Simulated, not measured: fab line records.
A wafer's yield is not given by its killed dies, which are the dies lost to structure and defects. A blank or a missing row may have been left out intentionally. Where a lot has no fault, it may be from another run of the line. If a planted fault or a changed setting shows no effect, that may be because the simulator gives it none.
Which tool is to blame? -- flow rit_cmos -- 18 wafers from 6 lots sampled at 2 of the route's 202 steps

== WHAT EACH GAUGE READ, for each wafer ==
RIT_ACTIVE_THK_MEAS_04.
lot,measured,on,ACTIVE_NITRIDE_THK (nm)
L133,day 1 18:42,film_metro-01,150.2 150.5 149.1
L135,day 2 04:32,film_metro-01,148.1 148.7 148.8
L137,day 2 16:39,film_metro-01,151.0 149.4 149.7
L140,day 3 08:16,film_metro-01,151.7 151.2 152.7
L142,day 3 16:50,film_metro-02,132.9 133.4 133.0 133.0 133.4 133.0
L146,day 4 12:14,film_metro-03,148.0 149.4 148.4

== EACH LOT AND THE TOOL THAT RAN IT (in order: tool; ch and the chambers of the sampled wafers; start) ==
lot,RIT_ACTIVE_CVD_03
L133,"lpcvd-01 ch 0, day 1 17:16"
L135,"lpcvd-01 ch 1, day 2 03:07"
L137,"lpcvd-01 ch 0, day 2 14:31"
L140,"lpcvd-02 ch 0, day 3 06:50"
L142,"lpcvd-01 ch 1, day 3 15:24"
L146,"lpcvd-02 ch 1, day 4 10:07"
- RIT_ACTIVE_CVD_03: deposits Si3N4 from SiH2Cl2/NH3, target thk 150 nm, time 1500 s.

== THE ANSWER, worked out from the rows above alone ==
Rule: the usual values come from the lots themselves. The widest of any qualifying gaps counts: lots, ordered by their means at a reading, are off when they make up no more than a third of the lots, leave a main group of 4 or more, and stand apart from it by 3 or more times the standard deviation of that group's means. Not used: any main group whose means are identical at the precision the tables above print for the reading. A lot without any number at a reading at which 4 lots or more have one is off too. Any other lot the step has rows for is counted as sound.
Off: L142, seen at RIT_ACTIVE_THK_MEAS_04 (ACTIVE_NITRIDE_THK). Main group: mean 149.8 nm, sd 1.2.
A tool fits if, at a process step before that reading, it ran every lot that is off, and no sound lot after the first of them. Those tools and the gauges at RIT_ACTIVE_THK_MEAS_04 are tried in the same way. This does not decide it: 2 tools fit, namely lpcvd-01 at RIT_ACTIVE_CVD_03 and film_metro-02 at RIT_ACTIVE_THK_MEAS_04.

== WHAT WAS PUT IN BY THE SIMULATOR ==
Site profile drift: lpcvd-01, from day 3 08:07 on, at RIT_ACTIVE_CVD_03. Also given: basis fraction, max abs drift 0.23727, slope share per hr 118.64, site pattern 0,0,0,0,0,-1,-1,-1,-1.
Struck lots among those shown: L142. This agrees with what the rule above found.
